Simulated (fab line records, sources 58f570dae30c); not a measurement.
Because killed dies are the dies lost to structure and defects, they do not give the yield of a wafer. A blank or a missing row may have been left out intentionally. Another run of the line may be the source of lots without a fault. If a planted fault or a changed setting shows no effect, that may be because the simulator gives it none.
The tool behind it: which one? + flow berkeleyCmos170 + Sampling: 14 lots, 42 wafers, 3 of 331 route steps

## WHAT EACH GAUGE READ, for each wafer
UCB170_SDANNEAL_RS_MEAS_04: uses a four-point probe to measure. Usual: for PLDD_RS the level is 1031.1 ohm/sq and the standard deviation is 2.9.
| lot  | measured     | on           | PLDD_RS (ohm/sq)     | flag |
|------|--------------|--------------|----------------------|------|
| L666 | day 8 04:25  | filmMetro-01 | 1027.7 1025.3 1031.7 |      |
| L667 | day 8 03:38  | filmMetro-03 | 1031.6 1031.9 1029.9 |      |
| L669 | day 8 04:40  | filmMetro-03 | 1032.9 1030.5 1031.2 |      |
| L671 | day 9 21:51  | filmMetro-02 | 1028.2 1027.0 1031.3 |      |
| L670 | day 9 21:22  | filmMetro-01 | 1032.9 1031.7 1030.9 |      |
| L672 | day 9 21:11  | filmMetro-02 | 1026.8 1031.7 1031.4 |      |
| L674 | day 10 02:46 | filmMetro-01 | 1032.5 1032.0 1031.3 |      |
| L675 | day 10 03:14 | filmMetro-03 | 1036.5 1033.6 1033.8 |      |
| L676 | day 10 12:47 | filmMetro-01 | 1034.7 1035.3 1036.8 |      |
| L679 | day 11 06:25 | filmMetro-01 | 1028.7 1031.8 1029.1 |      |
| L681 | day 11 20:24 | filmMetro-02 | 1032.1 1030.0 1029.7 |      |
| L682 | day 11 20:43 | filmMetro-01 | 1037.1 1032.7 1032.8 |      |
| L684 | day 12 02:59 | filmMetro-02 | 1026.5 1025.5 1026.5 |      |
| L686 | day 12 19:32 | filmMetro-01 | 1027.3 1030.6 1029.5 |      |

UCB170_M1_CD_MEAS_09: target cd 700 nm. Usual: 700.4 nm for cdNm, sd 1.7.
| lot  | measured     | on       | cdNm (nm)         | flag |
|------|--------------|----------|-------------------|------|
| L666 | day 8 12:28  | cdSem-01 | 699.4 699.8 700.0 |      |
| L667 | day 8 10:19  | cdSem-02 | 699.9 699.4 698.7 |      |
| L669 | day 8 13:01  | cdSem-01 | 699.7 699.3 699.6 |      |
| L671 | day 10 05:17 | cdSem-02 | 701.3 702.2 701.2 |      |
| L670 | day 10 05:02 | cdSem-02 | 701.0 700.7 701.7 |      |
| L672 | day 10 03:32 | cdSem-02 | 700.2 699.1 699.5 |      |
| L674 | day 10 11:14 | cdSem-01 | 704.3 702.2 702.0 |      |
| L675 | day 10 11:35 | cdSem-02 | 699.9 701.7 700.5 |      |
| L676 | day 10 19:02 | cdSem-02 | 700.4 700.9 702.1 |      |
| L679 | day 11 18:11 | cdSem-01 | 702.6 703.6 702.5 |      |
| L681 | day 12 04:13 | cdSem-02 | 700.1 699.4 699.5 |      |
| L682 | day 12 09:38 | cdSem-01 | 699.9 699.4 698.8 |      |
| L684 | day 12 15:29 | cdSem-01 | 701.2 700.0 701.0 |      |
| L686 | day 13 03:44 | cdSem-01 | 700.8 699.2 701.0 |      |

## EACH LOT AND THE TOOL THAT RAN IT (in order: tool; ch and the chambers of the sampled wafers; start)
| lot  | UCB170_NWELL_STRIP_15              |
|------|------------------------------------|
| L666 | plasmaAsher-02 ch 0,1, day 2 13:35 |
| L667 | plasmaAsher-04 ch 0,1, day 2 21:48 |
| L669 | plasmaAsher-02 ch 0,1, day 3 05:29 |
| L671 | plasmaAsher-02 ch 0,1, day 3 12:42 |
| L670 | plasmaAsher-03 ch 0,1, day 3 12:57 |
| L672 | plasmaAsher-03 ch 0,1, day 3 20:25 |
| L674 | plasmaAsher-03 ch 0,1, day 4 04:09 |
| L675 | plasmaAsher-02 ch 0,1, day 4 11:45 |
| L676 | plasmaAsher-04 ch 0,1, day 4 18:41 |
| L679 | plasmaAsher-02 ch 0, day 5 08:53   |
| L681 | plasmaAsher-03 ch 0,1, day 5 22:29 |
| L682 | plasmaAsher-04 ch 0,1, day 5 22:43 |
| L684 | plasmaAsher-02 ch 0,1, day 6 16:47 |
| L686 | plasmaAsher-02 ch 0,1, day 6 23:10 |
- UCB170_NWELL_STRIP_15: strips in O2.

## WHAT THE TOOLS THEMSELVES READ (means of the sampled wafers that have a number; where no wafer has one, the mark that the record gives instead)
UCB170_NWELL_STRIP_15. Usual: drypumpMotorCurrentA 5.70 A, standard deviation 0.27; o2FlowSccm 400.0 sccm, standard deviation 1.2; oesProductAu 0.721 a.u., standard deviation 0.0044; stripTimeToEndpointS 17.98 s, standard deviation 0.086.
| lot  | tool           | drypumpMotorCurrentA (A) | o2FlowSccm (sccm) | oesProductAu (a.u.) | stripTimeToEndpointS (s) | flag |
|------|----------------|--------------------------|-------------------|---------------------|--------------------------|------|
| L666 | plasmaAsher-02 | 5.60                     | 400.1             | 0.723               | 18.05                    |      |
| L667 | plasmaAsher-04 | 5.28                     | 401.1             | 0.720               | 17.99                    |      |
| L669 | plasmaAsher-02 | 5.59                     | 399.6             | 0.721               | 18.04                    |      |
| L671 | plasmaAsher-02 | 5.60                     | 401.4             | 0.722               | 18.00                    |      |
| L670 | plasmaAsher-03 | 5.91                     | 398.5             | 0.722               | 18.05                    |      |
| L672 | plasmaAsher-03 | 5.88                     | 399.3             | 0.728               | 18.09                    |      |
| L674 | plasmaAsher-03 | 5.91                     | 399.9             | 0.722               | 17.97                    |      |
| L675 | plasmaAsher-02 | 5.74                     | 400.3             | 0.722               | 17.88                    |      |
| L676 | plasmaAsher-04 | 5.48                     | 400.4             | 0.719               | 17.97                    |      |
| L679 | plasmaAsher-02 | 5.45                     | 399.8             | 0.717               | 17.97                    |      |
| L681 | plasmaAsher-03 | 5.77                     | 398.6             | 0.718               | 17.89                    |      |
| L682 | plasmaAsher-04 | 5.29                     | 400.7             | 0.717               | 17.93                    |      |
| L684 | plasmaAsher-02 | 5.61                     | 399.8             | 0.722               | 17.90                    |      |
| L686 | plasmaAsher-02 | 5.58                     | 399.5             | 0.723               | 17.96                    |      |

## THE ANSWER, worked out from the rows above alone
Rule: a lot is off if the mean of its wafers that have a number lies more than 3 standard deviations from the usual mean. Also off: a lot with no number at a reading for which 4 or more lots have one. All remaining lots with rows at the step are treated as sound. The gauges are gone through in route order, then the tools' own readings, and for those a lot's mean is taken as printed above. At the first step where some lot is off, the reading lying furthest off is the one used; lots without a number count as furthest.
No lot is off on any of the readings shown, so nothing can be concluded from this.

## WHAT THE SIMULATOR HAD INSERTED
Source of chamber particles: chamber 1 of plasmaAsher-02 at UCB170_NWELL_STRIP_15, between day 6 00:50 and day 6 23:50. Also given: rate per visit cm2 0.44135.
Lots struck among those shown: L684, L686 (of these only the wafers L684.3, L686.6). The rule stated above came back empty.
